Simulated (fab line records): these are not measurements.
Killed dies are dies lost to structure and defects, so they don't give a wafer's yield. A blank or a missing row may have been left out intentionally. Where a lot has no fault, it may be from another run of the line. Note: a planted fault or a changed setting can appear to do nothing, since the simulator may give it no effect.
Which of the tools did it? || flow ritCmos || 18 wafers from 6 lots sampled at 3 of the route's 202 steps

WHAT EACH GAUGE READ, for each wafer
RIT_PRETRO_OVL_MEAS_06.
{"lot": "L999", "measured": "day 2 13:44", "on": "overlay-02", "PRETRO_OVL (nm)": "-1.2 -0.6 0.2"}
{"lot": "L103", "measured": "day 3 08:19", "on": "overlay-02", "PRETRO_OVL (nm)": "-0.8 -2.0 0.3"}
{"lot": "L106", "measured": "day 4 02:25", "on": "overlay-02", "PRETRO_OVL (nm)": "1.5 2.0 2.7"}
{"lot": "L112", "measured": "day 5 08:19", "on": "overlay-02", "PRETRO_OVL (nm)": "-0.4 0.3 0.3"}
{"lot": "L114", "measured": "day 5 16:16", "on": "overlay-01", "PRETRO_OVL (nm)": "-1.5 -0.9 -1.5"}
{"lot": "L120", "measured": "day 6 23:26", "on": "overlay-02", "PRETRO_OVL (nm)": "1.8 0.7 0.6"}

TOOL THAT RAN EACH LOT (tool first, then ch and the chambers of the sampled wafers, then the start)
{"lot": "L999", "RIT_ACTIVE_STRIP_14": "plasmaAsher-01 ch 0,1, day 1 20:43", "RIT_PRETRO_EXPOSE_03": "ilineStepper-02 ch 0, day 2 13:20"}
{"lot": "L103", "RIT_ACTIVE_STRIP_14": "plasmaAsher-04 ch 0,1, day 2 15:50", "RIT_PRETRO_EXPOSE_03": "ilineStepper-02 ch 0, day 3 07:54"}
{"lot": "L106", "RIT_ACTIVE_STRIP_14": "plasmaAsher-04 ch 1, day 3 07:32", "RIT_PRETRO_EXPOSE_03": "ilineStepper-02 ch 0, day 4 02:00"}
{"lot": "L112", "RIT_ACTIVE_STRIP_14": "plasmaAsher-04 ch 0,1, day 4 14:00", "RIT_PRETRO_EXPOSE_03": "ilineStepper-02 ch 0, day 5 07:53"}
{"lot": "L114", "RIT_ACTIVE_STRIP_14": "plasmaAsher-01 ch 0,1, day 4 23:53", "RIT_PRETRO_EXPOSE_03": "ilineStepper-02 ch 0, day 5 15:50"}
{"lot": "L120", "RIT_ACTIVE_STRIP_14": "plasmaAsher-01 ch 0,1, day 6 05:35", "RIT_PRETRO_EXPOSE_03": "ilineStepper-01 ch 0, day 6 23:00"}
- RIT_ACTIVE_STRIP_14: strips in O2, time 180 s.
- RIT_PRETRO_EXPOSE_03: exposes mask M5, target cd 43700 nm.

THE ANSWER, worked out from the rows above alone
Rule: the lots themselves supply what counts as usual. The widest of any qualifying gaps counts: lots, ordered by their means at a reading, are off when they make up no more than a third of the lots, leave a main group of 4 or more, and stand apart from it by 3 or more times the standard deviation of that group's means. A main group whose means are all the same, to the digits that the tables above print for the reading, isn't used. A lot without any number at a reading at which 4 lots or more have one is off too. The other lots that the step has rows for count as sound.
No lot is off at any reading shown: from this, nothing can be told.

WHAT THE SIMULATOR HAD INSERTED
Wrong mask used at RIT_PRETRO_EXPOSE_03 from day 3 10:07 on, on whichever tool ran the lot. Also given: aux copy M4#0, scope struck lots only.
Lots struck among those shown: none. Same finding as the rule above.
